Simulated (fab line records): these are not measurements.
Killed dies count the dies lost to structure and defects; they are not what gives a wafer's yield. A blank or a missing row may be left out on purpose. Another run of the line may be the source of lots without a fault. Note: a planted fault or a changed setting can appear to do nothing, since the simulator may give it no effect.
What tool caused it? | flow berkeley-cmos170 | 42 wafers from 14 lots sampled at 6 of the route's 331 steps

## WHAT EACH GAUGE READ, for each wafer
UCB170_M1_OVL_MEAS_10. Usual: for M1_OVL the level is -5 nm and the standard deviation is 6.2.
lot  | measured     | on         | M1_OVL (nm) | flag
L664 | day 6 22:04  | overlay-01 | -16 -8 -14  |
L666 | day 7 04:17  | overlay-01 | 0 2 -3      |
L665 | day 7 04:37  | overlay-01 | -4 -5 -10   |
L668 | day 7 23:40  | overlay-01 | -6 -5 -8    |
L670 | day 8 10:59  | overlay-01 | 2 9 3       |
L671 | day 8 11:32  | overlay-02 | 4 3 0       |
L672 | day 8 17:38  | overlay-01 | -7 -5 -2    |
L673 | day 9 02:17  | overlay-01 | -3 1 -1     |
L677 | day 9 17:23  | overlay-01 | -7 -2 -6    |
L676 | day 9 19:18  | overlay-01 | 0 -10 -2    |
L678 | day 10 03:23 | overlay-01 | -12 -6 -10  |
L679 | day 10 03:43 | overlay-02 | -9 -5 -6    |
L683 | day 10 21:17 | overlay-02 | -7 -6 -2    |
L686 | day 12 01:07 | overlay-02 | 0 -4 7      |

UCB170_V1_THK_MEAS_01. Usual: for V1_TEOS_THK the level is 2017 nm and the standard deviation is 28.
lot  | measured     | on            | V1_TEOS_THK (nm) | flag
L664 | day 7 02:06  | film-metro-03 | 2024 2011 2049   |
L666 | day 7 09:48  | film-metro-03 | 2036 2064 2057   |
L665 | day 7 09:53  | film-metro-02 | 1991 1977 1989   |
L668 | day 8 03:02  | film-metro-04 | 1971 2001 2043   |
L670 | day 8 16:44  | film-metro-03 | 1997 2025 2018   |
L671 | day 8 16:43  | film-metro-02 | 1975 1984 2019   |
L672 | day 8 23:31  | film-metro-04 | 2002 1994 2027   |
L673 | day 9 06:31  | film-metro-03 | 1997 2014 2046   |
L677 | day 9 20:31  | film-metro-04 | 2017 2070 2049   |
L676 | day 9 22:04  | film-metro-04 | 1985 1984 2040   |
L678 | day 10 06:24 | film-metro-03 | 2024 2039 2059   |
L679 | day 10 06:24 | film-metro-04 | 1991 2037 2043   |
L683 | day 11 01:06 | film-metro-03 | 1976 1979 2029   |
L686 | day 12 03:58 | film-metro-04 | 1982 1988 2040   |

UCB170_V2_CD_MEAS_90 targets a cd of 700 nm. Usual: 699.8 nm for cd-nm, sd 1.5.
lot  | measured     | on        | cd-nm (nm)        | flag
L664 | day 7 10:14  | cd-sem-02 | 698.9 700.6 701.7 |
L666 | day 7 18:23  | cd-sem-02 | 697.7 696.7 697.3 |
L665 | day 7 18:45  | cd-sem-02 | 699.7 699.7 700.7 |
L668 | day 8 12:04  | cd-sem-02 | 700.6 699.3 700.6 |
L670 | day 8 23:45  | cd-sem-02 | 699.4 698.1 699.0 |
L671 | day 9 00:15  | cd-sem-01 | 701.7 703.5 702.7 |
L672 | day 9 07:28  | cd-sem-02 | 698.2 697.7 696.5 |
L673 | day 9 14:41  | cd-sem-01 | 700.7 700.1 700.5 |
L677 | day 10 04:22 | cd-sem-02 | 700.6 698.4 697.9 |
L676 | day 10 08:11 | cd-sem-02 | 697.6 699.2 698.0 |
L678 | day 10 16:40 | cd-sem-01 | 698.5 701.7 699.3 |
L679 | day 10 16:03 | cd-sem-02 | 699.1 697.5 697.5 |
L683 | day 11 10:17 | cd-sem-02 | 701.3 699.2 700.9 |
L686 | day 12 15:18 | cd-sem-02 | 702.6 701.1 699.2 |

UCB170_M3_RS_MEAS_02: uses a four-point probe to measure. Usual: for M3_AL_RS the level is 0.0320 ohm/sq and the standard deviation is 0.00034.
lot  | measured     | on            | M3_AL_RS (ohm/sq)    | flag
L664 | day 7 10:30  | film-metro-01 | 0.0325 0.0327 0.0320 |
L666 | day 7 18:39  | film-metro-03 | 0.0315 0.0317 0.0317 |
L665 | day 7 19:01  | film-metro-04 | 0.0317 0.0319 0.0319 |
L668 | day 8 12:20  | film-metro-03 | 0.0320 0.0319 0.0320 |
L670 | day 9 00:01  | film-metro-04 | 0.0320 0.0322 0.0321 |
L671 | day 9 00:31  | film-metro-03 | 0.0322 0.0320 0.0321 |
L672 | day 9 07:44  | film-metro-01 | 0.0321 0.0323 0.0320 |
L673 | day 9 14:57  | film-metro-01 | 0.0312 0.0312 0.0312 |
L677 | day 10 04:38 | film-metro-04 | 0.0315 0.0318 0.0317 |
L676 | day 10 08:28 | film-metro-04 | 0.0219 0.0221 0.0221 | OFF
L678 | day 10 16:56 | film-metro-04 | 0.0221 0.0218 0.0221 | OFF
L679 | day 10 16:19 | film-metro-01 | 0.0324 0.0321 0.0326 |
L683 | day 11 10:34 | film-metro-03 | 0.0313 0.0314 0.0315 |
L686 | day 12 15:34 | film-metro-03 | 0.0315 0.0315 0.0317 |

UCB170_M3_THK_MEAS_03: measures by xrf. Usual: for M3_AL_THK the level is 882 nm and the standard deviation is 11.
lot  | measured     | on            | M3_AL_THK (nm) | flag
L664 | day 7 10:37  | film-metro-01 | 876 871 888    |
L666 | day 7 18:46  | film-metro-03 | 903 900 895    |
L665 | day 7 19:08  | film-metro-04 | 888 884 882    |
L668 | day 8 12:28  | film-metro-03 | 886 892 883    |
L670 | day 9 00:08  | film-metro-04 | 884 873 883    |
L671 | day 9 00:38  | film-metro-03 | 876 879 881    |
L672 | day 9 07:50  | film-metro-01 | 879 875 881    |
L673 | day 9 15:04  | film-metro-01 | 901 900 901    |
L677 | day 10 04:45 | film-metro-04 | 897 880 881    |
L676 | day 10 08:35 | film-metro-04 | 1267 1258 1263 | OFF
L678 | day 10 17:04 | film-metro-04 | 1269 1282 1264 | OFF
L679 | day 10 16:26 | film-metro-01 | 873 878 869    |
L683 | day 11 10:41 | film-metro-03 | 907 905 899    |
L686 | day 12 15:41 | film-metro-03 | 904 901 892    |

## WHICH TOOL RAN EACH LOT (tool, then ch and the chambers of the sampled wafers, then the start)
lot  | UCB170_M3_SPUTTER_01
L664 | pvd-sputter-03, day 7 10:25
L666 | pvd-sputter-02, day 7 18:34
L665 | pvd-sputter-03, day 7 18:55
L668 | pvd-sputter-03, day 8 12:16
L670 | pvd-sputter-02, day 8 23:55
L671 | pvd-sputter-03, day 9 00:26
L672 | pvd-sputter-03, day 9 07:38
L673 | pvd-sputter-02, day 9 14:51
L677 | pvd-sputter-02, day 10 04:32
L676 | pvd-sputter-03, day 10 08:23
L678 | pvd-sputter-03, day 10 16:52
L679 | pvd-sputter-01, day 10 16:14
L683 | pvd-sputter-02, day 11 10:29
L686 | pvd-sputter-02, day 12 15:29
- UCB170_M3_SPUTTER_01: material Al, target thk 900 nm, time 120 s.

## AS READ BY THE TOOLS THEMSELVES (means over the sampled wafers that have a number; for cases with no such wafer, the mark the record gives instead)
UCB170_M3_SPUTTER_01. Usual: 30.6 % for throttle-valve-pct, sd 1.
lot  | tool           | throttle-valve-pct (%) | flag
L664 | pvd-sputter-03 | 31.1                   |
L666 | pvd-sputter-02 | 30.2                   |
L665 | pvd-sputter-03 | 29.5                   |
L668 | pvd-sputter-03 | 30.5                   |
L670 | pvd-sputter-02 | 30.2                   |
L671 | pvd-sputter-03 | 31.0                   |
L672 | pvd-sputter-03 | 30.3                   |
L673 | pvd-sputter-02 | 30.0                   |
L677 | pvd-sputter-02 | 30.0                   |
L676 | pvd-sputter-03 | 31.0                   |
L678 | pvd-sputter-03 | 31.4                   |
L679 | pvd-sputter-01 | 30.7                   |
L683 | pvd-sputter-02 | 30.1                   |
L686 | pvd-sputter-02 | 30.1                   |

## THE ANSWER, worked out from the rows above alone
Rule: take the mean of a lot's wafers that have a number; if it is more than 3 standard deviations from the usual mean, the lot is off. A lot without any number at a reading at which 4 lots or more have one is off too. Where the step has rows for the other lots, those lots are counted as sound. After the gauges, taken in route order, come the tools' own readings; for these a lot's mean is taken, as printed above. At the first step where some lot is off, the reading lying furthest off is the one used; lots without a number count as furthest.
Off: L676, L678, seen at UCB170_M3_RS_MEAS_02 (M3_AL_RS).
A tool fits if, at a process step before that reading, it ran every lot that is off, and no sound lot after the first of them. The gauges at UCB170_M3_RS_MEAS_02 are tried like those tools. Undecided on this evidence; 2 tools fit (pvd-sputter-03 at UCB170_M3_SPUTTER_01, film-metro-04 at UCB170_M3_RS_MEAS_02).

## WHAT WAS PUT IN BY THE SIMULATOR
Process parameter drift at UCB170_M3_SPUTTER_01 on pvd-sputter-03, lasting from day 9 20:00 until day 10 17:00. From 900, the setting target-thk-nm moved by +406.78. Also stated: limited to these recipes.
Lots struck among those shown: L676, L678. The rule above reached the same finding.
